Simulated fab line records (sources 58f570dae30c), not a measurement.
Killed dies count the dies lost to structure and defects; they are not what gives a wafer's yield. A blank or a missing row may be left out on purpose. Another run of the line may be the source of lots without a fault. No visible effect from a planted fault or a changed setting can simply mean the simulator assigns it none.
Tool commonality check | flow berkeley_cmos170 | 14 lots and 42 wafers in the sample

THE REASON FOR OPENING IT
UCB170_NSD_TW_MEAS_10, reading NSD_TW: flagged on 2 of 14 lots. No-fault wafers: 4170, standard deviation 29.
Rule: a lot is flagged in two cases, either no wafer of it has a number, or all its wafers with numbers fall more than 4 standard deviations from that mean. The rest of the lots are taken to be sound.

lot  | measured     | on            | NSD_TW, wafer by wafer | flag
L779 | day 8 02:55  | film_metro-01 | 4151 4152 4148         |
L784 | day 8 16:03  | film_metro-01 | 4151 4151 4149         |
L781 | day 8 16:10  | film_metro-02 | 4232 4220 4215         |
L783 | day 8 16:25  | film_metro-01 | 4183 4157 4144         |
L780 | day 8 16:39  | film_metro-02 | 4186 4178 4184         |
L786 | day 9 10:09  | film_metro-01 | 4132 4127 4136         |
L789 | day 10 05:38 | film_metro-03 | 30 30 30               | FLAGGED
L791 | day 10 05:39 | film_metro-01 | 30 30 30               | FLAGGED
L796 | day 10 22:31 | film_metro-03 | 4174 4145 4152         |
L797 | day 10 22:46 | film_metro-01 | 4149 4124 4156         |
L795 | day 10 23:08 | film_metro-02 | 4207 4216 4200         |
L799 | day 11 15:36 | film_metro-03 | 4178 4181 4166         |
L798 | day 11 15:43 | film_metro-02 | 4180 4194 4196         |
L801 | day 12 04:49 | film_metro-03 | 4175 4143 4161         |
The numbers of the flagged lots are 30 on average: -4140 against the usual, or -99 or more standard deviations.

TOOL THAT RAN EACH LOT
Before the reading, the record contains 2 process steps out of a 331-step route. Read each cell as the tool, then ch plus the chambers that the sampled wafers visited, then the start.
lot  | flag    | UCB170_NSD_IMPLANT_08           | UCB170_NSD_STRIP_09
L779 |         | implanter-02 ch 0, day 8 02:41  | plasma_asher-04 ch 0,1, day 8 02:49
L784 |         | implanter-02 ch 0, day 8 15:48  | plasma_asher-04 ch 1, day 8 15:57
L781 |         | implanter-03 ch 0, day 8 15:55  | plasma_asher-03 ch 0,1, day 8 16:04
L783 |         | implanter-04 ch 0, day 8 16:10  | plasma_asher-01 ch 0,1, day 8 16:19
L780 |         | implanter-03 ch 0, day 8 16:24  | plasma_asher-04 ch 0,1, day 8 16:33
L786 |         | implanter-03 ch 0, day 9 09:55  | plasma_asher-03 ch 0, day 9 10:02
L789 | FLAGGED | implanter-03, day 10 05:25      | plasma_asher-04 ch 1, day 10 05:32
L791 | FLAGGED | implanter-02, day 10 05:25      | plasma_asher-03 ch 0,1, day 10 05:32
L796 |         | implanter-02 ch 0, day 10 22:16 | plasma_asher-01 ch 0,1, day 10 22:25
L797 |         | implanter-04 ch 0, day 10 22:32 | plasma_asher-04 ch 0,1, day 10 22:40
L795 |         | implanter-02 ch 0, day 10 22:49 | plasma_asher-03 ch 0,1, day 10 22:56
L799 |         | implanter-02 ch 0, day 11 15:21 | plasma_asher-04 ch 0, day 11 15:30
L798 |         | implanter-04 ch 0, day 11 15:28 | plasma_asher-01 ch 0,1, day 11 15:37
L801 |         | implanter-03 ch 0, day 12 04:34 | plasma_asher-03 ch 0,1, day 12 04:43
What is done by these steps:
- UCB170_NSD_IMPLANT_08
- UCB170_NSD_STRIP_09: strips in O2.
- UCB170_NSD_TW_MEAS_10

FLAGGED OVER TOTAL, TOOL BY TOOL (the gauges that took the reading come last)
step                  | tool            | lots run | flagged | share of the flagged lots | sound lots run after its first flagged lot
UCB170_NSD_IMPLANT_08 | implanter-02    | 6        | 1       | some                      | 3 (L796,L795,L799)
UCB170_NSD_IMPLANT_08 | implanter-03    | 5        | 1       | some                      | 1 (L801)
UCB170_NSD_IMPLANT_08 | implanter-04    | 3        | 0       | none                      | -
UCB170_NSD_STRIP_09   | plasma_asher-01 | 3        | 0       | none                      | -
UCB170_NSD_STRIP_09   | plasma_asher-03 | 5        | 1       | some                      | 2 (L795,L801)
UCB170_NSD_STRIP_09   | plasma_asher-04 | 6        | 1       | some                      | 2 (L797,L799)
UCB170_NSD_TW_MEAS_10 | film_metro-01   | 6        | 1       | some                      | 1 (L797)
UCB170_NSD_TW_MEAS_10 | film_metro-02   | 4        | 0       | none                      | -
UCB170_NSD_TW_MEAS_10 | film_metro-03   | 4        | 1       | some                      | 3 (L796,L799,L801)

WHAT IS ALLOWED BY THE TABLE
No row of the table ran every flagged lot.

WHAT THE SIMULATOR PUT IN
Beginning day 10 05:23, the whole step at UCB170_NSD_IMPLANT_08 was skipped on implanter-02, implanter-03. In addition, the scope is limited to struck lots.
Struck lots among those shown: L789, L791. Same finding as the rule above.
